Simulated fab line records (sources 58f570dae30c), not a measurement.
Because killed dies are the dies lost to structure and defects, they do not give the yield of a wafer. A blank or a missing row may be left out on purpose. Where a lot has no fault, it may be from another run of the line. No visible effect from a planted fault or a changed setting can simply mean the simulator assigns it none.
Which tool is to blame? || flow berkeley-cmos170 || 21 wafers from 7 lots sampled at 2 of the route's 331 steps

== WHAT THE GAUGES SHOWED, per wafer ==
UCB170_PFIELD_TW_MEAS_09.
{"lot": "L836", "measured": "day 4 15:56", "on": "film-metro-01", "PFIELD_TW": "604 610 607"}
{"lot": "L838", "measured": "day 5 11:53", "on": "film-metro-01", "PFIELD_TW": "607 605 610"}
{"lot": "L842", "measured": "day 6 10:55", "on": "film-metro-02", "PFIELD_TW": "601 604 602"}
{"lot": "L847", "measured": "day 6 19:19", "on": "film-metro-03", "PFIELD_TW": "588 587 588"}
{"lot": "L852", "measured": "day 7 23:44", "on": "film-metro-02", "PFIELD_TW": "553 559 555"}
{"lot": "L855", "measured": "day 8 22:08", "on": "film-metro-03", "PFIELD_TW": "591 592 591"}
{"lot": "L857", "measured": "day 9 05:58", "on": "film-metro-02", "PFIELD_TW": "606 607 606"}

== TOOL THAT RAN EACH LOT (tool first, then ch and the chambers of the sampled wafers, then the start) ==
{"lot": "L836", "UCB170_PFIELD_IMPLANT_07": "implanter-04 ch 0, day 4 15:41"}
{"lot": "L838", "UCB170_PFIELD_IMPLANT_07": "implanter-01 ch 0, day 5 11:40"}
{"lot": "L842", "UCB170_PFIELD_IMPLANT_07": "implanter-02 ch 0, day 6 10:40"}
{"lot": "L847", "UCB170_PFIELD_IMPLANT_07": "implanter-04 ch 0, day 6 19:07"}
{"lot": "L852", "UCB170_PFIELD_IMPLANT_07": "implanter-02 ch 0, day 7 23:30"}
{"lot": "L855", "UCB170_PFIELD_IMPLANT_07": "implanter-04 ch 0, day 8 21:53"}
{"lot": "L857", "UCB170_PFIELD_IMPLANT_07": "implanter-04 ch 0, day 9 05:43"}
- UCB170_PFIELD_IMPLANT_07

== THE ANSWER, worked out from the rows above alone ==
Rule: the lots themselves supply what counts as usual. The widest of any qualifying gaps counts: lots, ordered by their means at a reading, are off when they make up no more than a third of the lots, leave a main group of 4 or more, and stand apart from it by 3 or more times the standard deviation of that group's means. The tables above print the reading to a certain number of digits; a main group whose means all agree to those digits is not used. Also off: a lot with no number at a reading for which 4 or more lots have one. Where the step has rows for the other lots, those lots are counted as sound.
Off: L852, at UCB170_PFIELD_TW_MEAS_09 (PFIELD_TW). The main group: mean 600, standard deviation 7.9.
A tool fits if, at a process step before that reading, it ran every lot that is off, and no sound lot after the first of them. Those tools and the gauges at UCB170_PFIELD_TW_MEAS_09 are tried in the same way. One fits: implanter-02 at UCB170_PFIELD_IMPLANT_07. A fault onset in the window from L842 (day 6 10:40, its last sound lot) to L852 (day 7 23:30, its first lot off) fits.

== WHAT THE SIMULATOR PUT IN ==
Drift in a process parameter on implanter-02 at UCB170_PFIELD_IMPLANT_07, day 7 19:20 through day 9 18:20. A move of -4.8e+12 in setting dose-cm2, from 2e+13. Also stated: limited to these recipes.
Lots struck among those shown: L852. The same result came from the rule above.
